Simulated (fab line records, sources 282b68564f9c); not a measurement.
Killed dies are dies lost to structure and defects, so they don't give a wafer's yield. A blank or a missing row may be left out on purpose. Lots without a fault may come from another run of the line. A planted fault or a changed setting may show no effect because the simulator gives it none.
One fault seen from 2 desks | flow rit_cmos | each desk has only its own numbers; what lay behind them comes last

THE METROLOGY DESK
What the gauges read, lot by lot, whatever tool the lot ran on: means of the sampled wafers that have a number. A lot is out of limits, marked OUT, if its mean lies more than 4 standard deviations from the usual mean; the brackets give that distance.
Columns: A = NRETRO_OVL at RIT_NRETRO_OVL_MEAS_06, usual -0.7 nm; B = GATE_OVL at RIT_GATE_OVL_MEAS_17, usual 0.2 nm; C = M1_AL_RS at RIT_M1_RS_MEAS_01, usual 0.0735 ohm/sq; D = M1_AL_THK at RIT_M1_THK_MEAS_02, usual 401 nm
lot  | first seen here | A    | B    | C                | D
L354 | day 2 07:58     | -2.9 | 0.9  | 0.0734           | 401
L355 | day 2 12:13     | -1.9 | 1.8  | 0.0736           | 398
L358 | day 3 03:20     | -1.6 | 1.2  | 0.0738           | 398
L359 | day 3 08:17     | -1.6 | 1.2  | 0.0726           | 410
L360 | day 3 13:30     | -0.8 | -0.6 | 0.0739           | 399
L361 | day 3 17:35     | -0.4 | -1.3 | 0.0737           | 398
L363 | day 4 03:28     | 0.3  | 0.2  | 0.0740           | 396
L364 | day 4 09:33     | -0.1 | -0.4 | 0.0730           | 406
L365 | day 4 14:04     | 0.6  | 0.3  | 0.0728           | 406
L366 | day 4 20:02     | -0.1 | 0.8  | 0.0730           | 406
L369 | day 5 09:14     | -0.5 | -0.2 | 0.0850 (+14) OUT | 358 (-7.6) OUT
L375 | day 6 15:20     | -0.5 | 1.6  | 0.0747           | 394
L376 | day 6 22:58     | -0.7 | 0.4  | 0.0731           | 406
This desk's finding: out of limits on L369; first on L369, day 6 10:10 (M1_AL_RS at RIT_M1_RS_MEAS_01). In limits: L354, L355, L358, L359, L360, L361, L363, L364, L365, L366, L375, L376.

THE TOOL OWNER'S DESK: pvd_sputter-01
The tool's own readings at RIT_M1_SPUTTER_00 (material Al, target thk 400 nm, time 500 s): means of the sampled wafers that have a number, for each lot that ran on this tool. A lot is out of limits, marked OUT, if its mean lies more than 4 standard deviations from the usual mean; the brackets give that distance.
Columns: A = cathode_dc_power_W at RIT_M1_SPUTTER_00, usual 2000.0 W; B = throttle_valve_pct at RIT_M1_SPUTTER_00, usual 29.8 %
lot  | first seen here | A      | B
L355 | day 3 11:32     | 2000.2 | 29.7
L358 | day 4 05:59     | 1999.8 | 29.6
L360 | day 4 14:48     | 2000.1 | 30.0
L363 | day 5 07:05     | 1999.9 | 30.6
L365 | day 5 16:20     | 2000.2 | 29.3
L369 | day 6 09:50     | 2000.1 | 30.2
This desk's finding: nothing out of limits on any of the 6 lots.

PUT TOGETHER
The metrology desk could have raised an alarm at day 6 10:10, on L369.
The tool owner's desk saw nothing out of limits.
The tool owner's desk has L369 on record, within its limits.
Of the lots named, all ran RIT_M1_SPUTTER_00 on pvd_sputter-01.

WHAT THE SIMULATOR HAD PUT IN
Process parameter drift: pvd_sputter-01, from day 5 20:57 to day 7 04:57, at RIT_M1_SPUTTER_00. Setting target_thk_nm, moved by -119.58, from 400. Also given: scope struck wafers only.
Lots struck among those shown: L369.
Hours from the fault's start to each desk's first reading out of limits: the metrology desk, 13.
